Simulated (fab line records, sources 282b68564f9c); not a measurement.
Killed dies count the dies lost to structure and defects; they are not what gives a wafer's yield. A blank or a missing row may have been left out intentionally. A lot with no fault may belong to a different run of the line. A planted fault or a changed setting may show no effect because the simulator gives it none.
Check for tools in common	flow rit_cmos	14 lots and 42 wafers in the sample

== WHY IT WAS OPENED ==
2 of 14 lots carry a flag on the reading NRETRO_TW at RIT_NRETRO_TW_MEAS_10. Wafers without a fault read 1058, standard deviation 9.5.
Rule: a lot gets a flag if all its wafers with a number sit over 4 standard deviations from that mean, or if no wafer of it has a number. All remaining lots are regarded as sound.

lot	measured	on	NRETRO_TW, wafer by wafer	flag
L583	day 2 09:40	film_metro-03	1053 1056 1057	
L584	day 2 14:50	film_metro-02	1048 1044 1058	
L585	day 2 18:49	film_metro-04	1074 1071 1075	
L590	day 3 20:24	film_metro-03	1057 1060 1055	
L592	day 4 07:15	film_metro-03	999 993 995	FLAGGED
L593	day 4 10:31	film_metro-04	1006 1003 1006	FLAGGED
L594	day 4 14:54	film_metro-03	1057 1058 1051	
L595	day 4 20:40	film_metro-03	1055 1056 1058	
L596	day 4 23:13	film_metro-04	1065 1070 1066	
L597	day 5 04:51	film_metro-02	1057 1051 1051	
L598	day 5 11:01	film_metro-02	1048 1052 1054	
L601	day 6 01:27	film_metro-02	1051 1054 1054	
L605	day 6 21:48	film_metro-04	1069 1072 1068	
L606	day 7 02:49	film_metro-03	1070 1075 1067	
The mean of the flagged lots' numbers is 1000, -58 from the usual (-6 standard deviations).

== WHICH TOOL EACH LOT WENT THROUGH ==
The record keeps 1 process step preceding the reading, out of 202 steps on the route. Read each cell as the tool, then ch plus the chambers that the sampled wafers visited, then the start.
lot	flag	RIT_NRETRO_IMPLANT_08
L583		implanter-04 ch 0, day 2 09:22
L584		implanter-01 ch 0, day 2 14:31
L585		implanter-04 ch 0, day 2 18:31
L590		implanter-04 ch 0, day 3 20:05
L592	FLAGGED	implanter-01 ch 0, day 4 06:56
L593	FLAGGED	implanter-01 ch 0, day 4 10:13
L594		implanter-04 ch 0, day 4 14:35
L595		implanter-04 ch 0, day 4 20:20
L596		implanter-04 ch 0, day 4 22:55
L597		implanter-03 ch 0, day 5 04:32
L598		implanter-04 ch 0, day 5 10:41
L601		implanter-04 ch 0, day 6 01:08
L605		implanter-03 ch 0, day 6 21:29
L606		implanter-04 ch 0, day 7 02:30
These steps, and what they do:
- RIT_NRETRO_IMPLANT_08
- RIT_NRETRO_TW_MEAS_10

== FLAGGED OVER TOTAL, TOOL BY TOOL (the gauges that took the reading come last) ==
step	tool	lots run	flagged	share of the flagged lots	sound lots run after its first flagged lot
RIT_NRETRO_IMPLANT_08	implanter-01	3	2	all	0
RIT_NRETRO_IMPLANT_08	implanter-03	2	0	none	-
RIT_NRETRO_IMPLANT_08	implanter-04	9	0	none	-
RIT_NRETRO_TW_MEAS_10	film_metro-02	4	0	none	-
RIT_NRETRO_TW_MEAS_10	film_metro-03	6	1	some	3 (L594,L595,L606)
RIT_NRETRO_TW_MEAS_10	film_metro-04	4	1	some	2 (L596,L605)

== WHAT THE TABLE ALLOWS ==
Rows of the table that ran each flagged lot: 1, that is implanter-01 at RIT_NRETRO_IMPLANT_08.
- implanter-01 at RIT_NRETRO_IMPLANT_08 ran 3 lots, 2 of them flagged. It ran its last sound lot, L584, at day 2 14:31 and its first flagged lot, L592, at day 4 06:56: a fault with its onset between the two fits. Its own readings lie more than 4 standard deviations out on every wafer of the flagged lots: dose_ions_cm2, faraday_current_uA.
One tool is left: implanter-01 at RIT_NRETRO_IMPLANT_08.

== WHAT HAD BEEN PUT IN BY THE SIMULATOR ==
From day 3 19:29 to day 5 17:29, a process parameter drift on implanter-01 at RIT_NRETRO_IMPLANT_08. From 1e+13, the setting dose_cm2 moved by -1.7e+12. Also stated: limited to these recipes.
Shown lots that were struck: L592, L593. The rule above reached the same finding.
